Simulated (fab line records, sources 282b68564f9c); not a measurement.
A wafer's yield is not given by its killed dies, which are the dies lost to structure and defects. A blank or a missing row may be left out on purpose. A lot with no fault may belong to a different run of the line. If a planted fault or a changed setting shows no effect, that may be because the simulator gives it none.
Comparing a struck lot with a sound one | flow ritCmos | 18 out of 202 route steps
Sound: these wafers, L670.3, L670.4, L670.5. Wafers struck: L677.3, L677.5, L677.6. Last of all comes the cause.
Each step with rows lists, per side, the tool, then ch with its chambers, then its first start. Under that, the readings that differ: sound wafers | struck wafers | difference of the means | sigmas: that difference in standard deviations of wafers without a fault.
alike: readings whose means differ by less than 2 such deviations, and words and numbers that are the same on both sides. not compared: withheld readings, readings that some wafer has no value for, bounds like >300 that may hide the same value, and numbers for which the record gives no deviation and whose values overlap.
Wherever a step has rows on one side only, a row that says differs or no value, or a row with sigmas, the two part there. Numbers that don't overlap but have no deviation are shown without sigmas and don't part them. A reading missing from all wafers of one side parts the sides only when that side holds two or more wafers.

first, 1 step without rows for these wafers: RIT_PLDD_IMPLANT_08.
RIT_PLDD_STRIP_09: strips in O2, time 180 s.
  sound on plasmaAsher-01 ch 0,1, day 5 04:30; struck on plasmaAsher-02 ch 0,1, day 6 20:52
  alike: drypumpMotorCurrentA, o2FlowSccm
  not compared: rfHoursCounterH
RIT_PLDD_TW_MEAS_10:
  sound: filmMetro-01 at day 5 04:38; struck: filmMetro-04 at day 6 21:00
  alike: PLDD_TW
then, 4 steps without rows for these wafers: RIT_SPACER_CLEAN_00 (cleans in SC1, time 600 s); RIT_SPACER_CLEAN_01 (cleans in dHF, time 30 s); RIT_SPACER_CLEAN_02 (cleans in SC2, time 600 s); RIT_SPACER_CVD_03 (deposits Si3N4 from SiH2Cl2/NH3, target thk 250 nm, time 3300 s).
RIT_SPACER_THK_MEAS_04:
  sound: filmMetro-03 at day 5 07:00; struck: filmMetro-01 at day 7 00:19
  alike: SPACER_NITRIDE_THK
RIT_SPACER_ETCHBACK_05: etches Si3N4 in SF6/CHF3, stops on SiO2, target depth 250 nm, time 240 s.
  sound on rieDiel-01 ch 0,2,3, day 5 07:02; struck on rieDiel-01 ch 0,3, day 7 00:22
  alike: drypumpMotorCurrentA, oesProductAu, throttleValvePct
  not compared: rfHoursCounterH
then, 3 steps without rows for these wafers: RIT_NSD_HMDS_00 (prime time 60 s); RIT_NSD_COAT_01 (resist thk 1000 nm); RIT_NSD_SOFTBAKE_02 (time 60 s).
RIT_NSD_EXPOSE_03: exposes mask M9, target cd 40700 nm.
  sound on ilineStepper-02 ch 0, day 5 07:53; struck on ilineStepper-02 ch 0, day 7 01:00
reading                   | sound                   | struck            | difference | sigmas
model.NSD.overlayXNm (nm) | -0.6838 -0.6838 -0.6838 | 419.1 419.1 419.1 | +419.8     | 
  alike: mask, focusOffsetNm
then, 2 steps without rows for these wafers: RIT_NSD_PEB_04; RIT_NSD_DEVELOP_05 (develop time 50 s).
RIT_NSD_OVL_MEAS_06:
  sound: overlay-01 at day 5 08:16; struck: overlay-02 at day 7 01:22
reading      | sound         | struck            | difference | sigmas
NSD_OVL (nm) | -0.3 -1.5 0.3 | 418.5 418.9 421.5 | +420.1     | +99 or more
then, 1 step without rows for these wafers: RIT_NSD_HARDBAKE_07 (time 60 s).
RIT_M1_PROBE_99:
  sound: prober-02 at day 5 22:50; struck: prober-01 at day 7 11:40
reading                                | sound | struck | difference | sigmas
model.etest.selectEdgeDiodeN.overLimit | 0 0 0 | 1 1 1  | +1         | 
  alike: killed_at_M0_to_M3, killedAtFrontEnd, killedDies, killedOpen, killedShort

## WHERE THEY PART
RIT_NSD_OVL_MEAS_06 only, going by this record. Later steps at which nothing parts them and some readings are alike: RIT_M1_PROBE_99.

WHY: whatever the simulator had introduced
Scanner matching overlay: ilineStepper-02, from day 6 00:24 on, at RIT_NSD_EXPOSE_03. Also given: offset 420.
